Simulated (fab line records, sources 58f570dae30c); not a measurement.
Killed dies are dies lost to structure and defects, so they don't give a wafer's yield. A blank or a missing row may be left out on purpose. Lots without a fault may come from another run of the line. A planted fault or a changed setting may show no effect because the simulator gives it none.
Tool commonality check | flow berkeley_cmos170 | 14 lots, 42 wafers sampled

WHY IT WAS OPENED
At UCB170_M2_RS_MEAS_02 the reading M2_AL_RS is flagged on 2 of 14 lots. Wafers without a fault read 0.0323 ohm/sq, standard deviation 0.00033.
Rule: a lot is flagged when every wafer of it that has a number lies more than 4 standard deviations from that mean, or none has a number. The other lots count as sound.

lot  | measured     | on            | M2_AL_RS (ohm/sq), wafer by wafer | flag
L449 | day 7 13:44  | film_metro-04 | 0.0328 0.0330 0.0329              |
L450 | day 8 05:32  | film_metro-04 | 0.0322 0.0325 0.0321              |
L454 | day 8 21:34  | film_metro-01 | 0.0321 0.0321 0.0320              |
L452 | day 8 21:52  | film_metro-04 | 0.0330 0.0332 0.0332              |
L453 | day 8 22:10  | film_metro-04 | 0.0328 0.0324 0.0326              |
L456 | day 9 07:31  | film_metro-03 | 0.0328 0.0324 0.0325              |
L457 | day 9 15:56  | film_metro-03 | 0.0321 0.0322 0.0321              |
L458 | day 9 16:15  | film_metro-03 | 0.0320 0.0322 0.0320              |
L461 | day 10 02:42 | film_metro-03 | 0.0320 0.0322 0.0319              |
L459 | day 10 02:54 | film_metro-04 | 0.0322 0.0322 0.0322              |
L460 | day 10 03:20 | film_metro-03 | 0.0324 0.0323 0.0321              |
L463 | day 10 20:32 | film_metro-01 | 0.0160 0.0160 0.0160              | FLAGGED
L469 | day 11 22:13 | film_metro-04 | 0.0159 0.0158 0.0159              | FLAGGED
L471 | day 12 00:05 | film_metro-04 | 0.0320 0.0320 0.0320              |
The numbers of the flagged lots are 0.0159 ohm/sq on average: -0.0164 ohm/sq against the usual, or -50 standard deviations.

WHICH TOOL RAN EACH LOT
The record holds 2 process steps before the reading, out of a route of 331 steps. In each cell: the tool, then ch and the chambers that the sampled wafers went through, then the start.
lot  | flag    | UCB170_SDANNEAL_RTA_00           | UCB170_M2_SPUTTER_01
L449 |         | rtp_anneal-02 ch 0, day 6 21:32  | pvd_sputter-02, day 7 13:38
L450 |         | rtp_anneal-02 ch 0, day 7 10:53  | pvd_sputter-02, day 8 05:26
L454 |         | rtp_anneal-02 ch 0, day 8 04:29  | pvd_sputter-01, day 8 21:28
L452 |         | rtp_anneal-02 ch 0, day 8 04:16  | pvd_sputter-02, day 8 21:47
L453 |         | rtp_anneal-01 ch 0, day 8 04:30  | pvd_sputter-03, day 8 22:01
L456 |         | rtp_anneal-01 ch 0, day 8 11:36  | pvd_sputter-01, day 9 07:26
L457 |         | rtp_anneal-01 ch 0, day 8 20:53  | pvd_sputter-01, day 9 15:49
L458 |         | rtp_anneal-02 ch 0, day 8 20:29  | pvd_sputter-03, day 9 16:10
L461 |         | rtp_anneal-02 ch 0, day 9 10:17  | pvd_sputter-01, day 10 02:33
L459 |         | rtp_anneal-02 ch 0, day 9 10:54  | pvd_sputter-03, day 10 02:46
L460 |         | rtp_anneal-01 ch 0, day 9 11:06  | pvd_sputter-01, day 10 03:07
L463 | FLAGGED | rtp_anneal-02 ch 0, day 10 03:14 | pvd_sputter-01, day 10 20:09
L469 | FLAGGED | rtp_anneal-02 ch 0, day 11 01:40 | pvd_sputter-01, day 11 21:45
L471 |         | rtp_anneal-02 ch 0, day 11 10:26 | pvd_sputter-02, day 12 00:00
What these steps do:
- UCB170_SDANNEAL_RTA_00: time 10.15 s.
- UCB170_M2_SPUTTER_01: material Al, target thk 900 nm, time 120 s.
- UCB170_M2_RS_MEAS_02: measures by four-point-probe.

FLAGGED OVER TOTAL, TOOL BY TOOL (the gauges that took the reading come last)
step                   | tool           | lots run | flagged | share of the flagged lots | sound lots run after its first flagged lot
UCB170_SDANNEAL_RTA_00 | rtp_anneal-01  | 4        | 0       | none                      | -
UCB170_SDANNEAL_RTA_00 | rtp_anneal-02  | 10       | 2       | all                       | 1 (L471)
UCB170_M2_SPUTTER_01   | pvd_sputter-01 | 7        | 2       | all                       | 0
UCB170_M2_SPUTTER_01   | pvd_sputter-02 | 4        | 0       | none                      | -
UCB170_M2_SPUTTER_01   | pvd_sputter-03 | 3        | 0       | none                      | -
UCB170_M2_RS_MEAS_02   | film_metro-01  | 2        | 1       | some                      | 0
UCB170_M2_RS_MEAS_02   | film_metro-03  | 5        | 0       | none                      | -
UCB170_M2_RS_MEAS_02   | film_metro-04  | 7        | 1       | some                      | 1 (L471)

WHAT THE TABLE ALLOWS
2 rows of the table ran every flagged lot: rtp_anneal-02 at UCB170_SDANNEAL_RTA_00, pvd_sputter-01 at UCB170_M2_SPUTTER_01.
- rtp_anneal-02 at UCB170_SDANNEAL_RTA_00: 2 of its 10 lots flagged. Sound lots ran on it after the first flagged one (L471), which a lasting fault on the whole tool wouldn't allow.
- pvd_sputter-01 at UCB170_M2_SPUTTER_01: 2 of its 7 lots flagged. Its last sound lot is L460 (day 10 03:07), its first flagged lot L463 (day 10 20:09): a fault that began between those two fits.
One tool is left: pvd_sputter-01 at UCB170_M2_SPUTTER_01.

WHAT THE SIMULATOR HAD PUT IN
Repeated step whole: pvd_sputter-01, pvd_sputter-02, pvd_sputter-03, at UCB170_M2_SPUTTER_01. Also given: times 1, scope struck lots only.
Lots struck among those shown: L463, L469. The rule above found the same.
